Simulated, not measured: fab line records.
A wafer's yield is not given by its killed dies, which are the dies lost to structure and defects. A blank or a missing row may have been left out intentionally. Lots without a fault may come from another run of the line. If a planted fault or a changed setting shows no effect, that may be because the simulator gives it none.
A single fault, viewed from 2 desks + flow rit-cmos + only its own numbers are on each desk; what lay behind them is given at the end

== TOOL OWNER'S DESK, pecvd-03 ==
The tool's own readings at RIT_CONTACT_CVD_00 (deposits SiO2 from TEOS, target thk 400 nm, time 61 s): means of the sampled wafers that have a number, for each lot that ran on this tool. Marked OUT: a lot whose mean sits more than 4 standard deviations from the usual mean, which makes it out of limits; the brackets give that distance.
Columns: A = heater-power-w at RIT_CONTACT_CVD_00, usual 328 W; B = susceptor-temp-C at RIT_CONTACT_CVD_00, usual 389.99 C
| lot  | first seen here | A   | B      |
|------|-----------------|-----|--------|
| L650 | day 3 06:52     | 354 | 390.05 |
| L653 | day 4 00:32     | 281 | 390.11 |
| L656 | day 4 14:00     | 288 | 389.90 |
| L662 | day 5 19:03     | 297 | 389.96 |
| L666 | day 6 15:50     | 300 | 390.02 |
This desk found nothing out of limits on any of the 5 lots.

== AT THE METROLOGY DESK ==
What the gauges read, lot by lot, whatever tool the lot ran on: means of the sampled wafers that have a number. Marked OUT: a lot whose mean sits more than 4 standard deviations from the usual mean, which makes it out of limits; the brackets give that distance.
Columns: A = CONTACT_TEOS_THK at RIT_CONTACT_THK_MEAS_01, usual 400 nm
| lot  | first seen here | A             |
|------|-----------------|---------------|
| L649 | day 3 03:56     | 396           |
| L650 | day 3 06:56     | 397           |
| L651 | day 3 14:05     | 398           |
| L652 | day 3 18:14     | 402           |
| L653 | day 4 00:35     | 393           |
| L654 | day 4 04:03     | 402           |
| L655 | day 4 07:41     | 397           |
| L656 | day 4 14:03     | 398           |
| L657 | day 4 18:05     | 405           |
| L662 | day 5 19:07     | 317 (-17) OUT |
| L666 | day 6 15:53     | 315 (-17) OUT |
| L668 | day 7 01:41     | 396           |
| L670 | day 7 13:25     | 398           |
| L671 | day 7 18:36     | 406           |
Finding of this desk: L662, L666 out of limits, first seen on L662 at day 5 19:07 (CONTACT_TEOS_THK at RIT_CONTACT_THK_MEAS_01). L649, L650, L651, L652, L653, L654, L655, L656, L657, L668, L670, L671: within limits.

== ALL TOGETHER ==
The metrology desk could have raised an alarm at day 5 19:07, on L662, L666.
Nothing out of limits was seen by the tool owner's desk.
Tool owner's desk: L662, L666 on record, inside its limits.
The lots listed all ran RIT_CONTACT_CVD_00 on pecvd-03.

== WHAT THE SIMULATOR PUT IN ==
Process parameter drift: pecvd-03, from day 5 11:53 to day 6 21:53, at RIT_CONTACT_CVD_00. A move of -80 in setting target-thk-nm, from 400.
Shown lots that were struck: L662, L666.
Time in hours between the start of the fault and the first out-of-limits reading at each desk: metrology desk, 7.
